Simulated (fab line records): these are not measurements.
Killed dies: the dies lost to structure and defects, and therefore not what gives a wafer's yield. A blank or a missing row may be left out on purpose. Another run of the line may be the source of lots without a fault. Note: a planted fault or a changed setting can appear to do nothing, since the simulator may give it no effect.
Which tool did it? / flow berkeleyCmos170 / 13 lots with 39 wafers sampled at 3 steps, on a route of 331 steps

WHAT THE GAUGES READ, wafer by wafer
UCB170_SILICIDE_RS_MEAS_02: measurement is done with a four-point probe.
lot=L173; measured=day 8 07:34; on=filmMetro-03; SILICIDE_TI_RS (ohm/sq)=25.2 24.9 25.0
lot=L171; measured=day 8 08:00; on=filmMetro-03; SILICIDE_TI_RS (ohm/sq)=24.9 24.6 24.6
lot=L176; measured=day 9 08:14; on=filmMetro-02; SILICIDE_TI_RS (ohm/sq)=24.8 25.1 25.0
lot=L175; measured=day 9 08:43; on=filmMetro-02; SILICIDE_TI_RS (ohm/sq)=25.1 29.4 25.5
lot=L184; measured=day 10 17:32; on=filmMetro-04; SILICIDE_TI_RS (ohm/sq)=25.1 25.0 24.9
lot=L183; measured=day 10 17:59; on=filmMetro-03; SILICIDE_TI_RS (ohm/sq)=25.3 25.2 25.0
lot=L186; measured=day 11 06:33; on=filmMetro-03; SILICIDE_TI_RS (ohm/sq)=24.9 24.4 25.0
lot=L187; measured=day 12 02:12; on=filmMetro-03; SILICIDE_TI_RS (ohm/sq)=24.9 24.8 25.0
lot=L192; measured=day 12 10:59; on=filmMetro-03; SILICIDE_TI_RS (ohm/sq)=24.7 25.1 25.0
lot=L188; measured=day 12 11:03; on=filmMetro-02; SILICIDE_TI_RS (ohm/sq)=24.7 25.1 24.7
lot=L190; measured=day 12 11:50; on=filmMetro-04; SILICIDE_TI_RS (ohm/sq)=25.3 25.1 24.9
lot=L191; measured=day 12 12:16; on=filmMetro-03; SILICIDE_TI_RS (ohm/sq)=24.9 24.6 24.8
lot=L189; measured=day 12 13:53; on=filmMetro-02; SILICIDE_TI_RS (ohm/sq)=24.8 24.9 24.7

UCB170_SILICIDE_THK_MEAS_03: measures by xrf.
lot=L173; measured=day 8 07:40; on=filmMetro-03; SILICIDE_TI_THK (nm)=31.1 31.4 31.2
lot=L171; measured=day 8 08:07; on=filmMetro-03; SILICIDE_TI_THK (nm)=31.3 31.6 31.6
lot=L176; measured=day 9 08:22; on=filmMetro-02; SILICIDE_TI_THK (nm)=31.4 31.2 31.4
lot=L175; measured=day 9 08:50; on=filmMetro-02; SILICIDE_TI_THK (nm)=31.1 27.1 30.5
lot=L184; measured=day 10 17:40; on=filmMetro-04; SILICIDE_TI_THK (nm)=31.4 31.7 31.7
lot=L183; measured=day 10 18:06; on=filmMetro-03; SILICIDE_TI_THK (nm)=30.7 30.9 31.3
lot=L186; measured=day 11 06:39; on=filmMetro-03; SILICIDE_TI_THK (nm)=31.2 31.9 31.2
lot=L187; measured=day 12 02:19; on=filmMetro-03; SILICIDE_TI_THK (nm)=31.4 31.6 31.2
lot=L192; measured=day 12 11:06; on=filmMetro-03; SILICIDE_TI_THK (nm)=31.7 31.0 31.3
lot=L188; measured=day 12 11:10; on=filmMetro-02; SILICIDE_TI_THK (nm)=31.7 31.5 31.8
lot=L190; measured=day 12 11:58; on=filmMetro-04; SILICIDE_TI_THK (nm)=31.1 31.4 31.6
lot=L191; measured=day 12 12:23; on=filmMetro-03; SILICIDE_TI_THK (nm)=31.3 31.7 31.6
lot=L189; measured=day 12 14:00; on=filmMetro-02; SILICIDE_TI_THK (nm)=31.6 31.7 31.7

TOOL THAT RAN EACH LOT (tool first, then ch and the chambers of the sampled wafers, then the start)
lot=L173; UCB170_SILICIDE_SPUTTER_01=pvdSputter-04, day 8 07:30
lot=L171; UCB170_SILICIDE_SPUTTER_01=pvdSputter-02, day 8 07:57
lot=L176; UCB170_SILICIDE_SPUTTER_01=pvdSputter-01, day 9 08:08
lot=L175; UCB170_SILICIDE_SPUTTER_01=pvdSputter-02, day 9 08:40
lot=L184; UCB170_SILICIDE_SPUTTER_01=pvdSputter-04, day 10 17:31
lot=L183; UCB170_SILICIDE_SPUTTER_01=pvdSputter-01, day 10 17:56
lot=L186; UCB170_SILICIDE_SPUTTER_01=pvdSputter-01, day 11 06:29
lot=L187; UCB170_SILICIDE_SPUTTER_01=pvdSputter-01, day 12 02:10
lot=L192; UCB170_SILICIDE_SPUTTER_01=pvdSputter-04, day 12 10:57
lot=L188; UCB170_SILICIDE_SPUTTER_01=pvdSputter-01, day 12 11:01
lot=L190; UCB170_SILICIDE_SPUTTER_01=pvdSputter-02, day 12 11:49
lot=L191; UCB170_SILICIDE_SPUTTER_01=pvdSputter-04, day 12 12:14
lot=L189; UCB170_SILICIDE_SPUTTER_01=pvdSputter-01, day 12 13:50
- UCB170_SILICIDE_SPUTTER_01: material Ti, target thk 30 nm, time 25 s.

WHAT THE TOOLS THEMSELVES READ (means of the sampled wafers that have a number; where no wafer has one, the mark that the record gives instead)
UCB170_SILICIDE_SPUTTER_01.
lot=L173; tool=pvdSputter-04; throttleValvePct (%)=30.4
lot=L171; tool=pvdSputter-02; throttleValvePct (%)=29.9
lot=L176; tool=pvdSputter-01; throttleValvePct (%)=29.9
lot=L175; tool=pvdSputter-02; throttleValvePct (%)=30.3
lot=L184; tool=pvdSputter-04; throttleValvePct (%)=31.0
lot=L183; tool=pvdSputter-01; throttleValvePct (%)=29.8
lot=L186; tool=pvdSputter-01; throttleValvePct (%)=30.0
lot=L187; tool=pvdSputter-01; throttleValvePct (%)=30.1
lot=L192; tool=pvdSputter-04; throttleValvePct (%)=30.6
lot=L188; tool=pvdSputter-01; throttleValvePct (%)=29.8
lot=L190; tool=pvdSputter-02; throttleValvePct (%)=29.7
lot=L191; tool=pvdSputter-04; throttleValvePct (%)=30.4
lot=L189; tool=pvdSputter-01; throttleValvePct (%)=30.0

THE ANSWER, worked out from the rows above alone
Rule: the lots themselves supply what counts as usual. The widest of any qualifying gaps counts: lots, ordered by their means at a reading, are off when they make up no more than a third of the lots, leave a main group of 4 or more, and stand apart from it by 3 or more times the standard deviation of that group's means. Not used: any main group whose means are identical at the precision the tables above print for the reading. Also off: a lot with no number at a reading for which 4 or more lots have one. Any other lot the step has rows for is counted as sound. First the gauges in route order, then the tools' own readings, where a lot's mean is used as printed above. At the first step where some lot is off, the reading lying furthest off is the one used; lots without a number count as furthest.
Off: at UCB170_SILICIDE_RS_MEAS_02 (SILICIDE_TI_RS), L175. For the main group the mean is 24.9 ohm/sq and the standard deviation 0.14.
If a tool, at a process step before that reading, ran all the lots that are off and no sound lot after the first of them, it fits. The gauges at UCB170_SILICIDE_RS_MEAS_02 are tried like those tools. Not one of the candidates tried fits.

WHAT HAD BEEN PUT IN BY THE SIMULATOR
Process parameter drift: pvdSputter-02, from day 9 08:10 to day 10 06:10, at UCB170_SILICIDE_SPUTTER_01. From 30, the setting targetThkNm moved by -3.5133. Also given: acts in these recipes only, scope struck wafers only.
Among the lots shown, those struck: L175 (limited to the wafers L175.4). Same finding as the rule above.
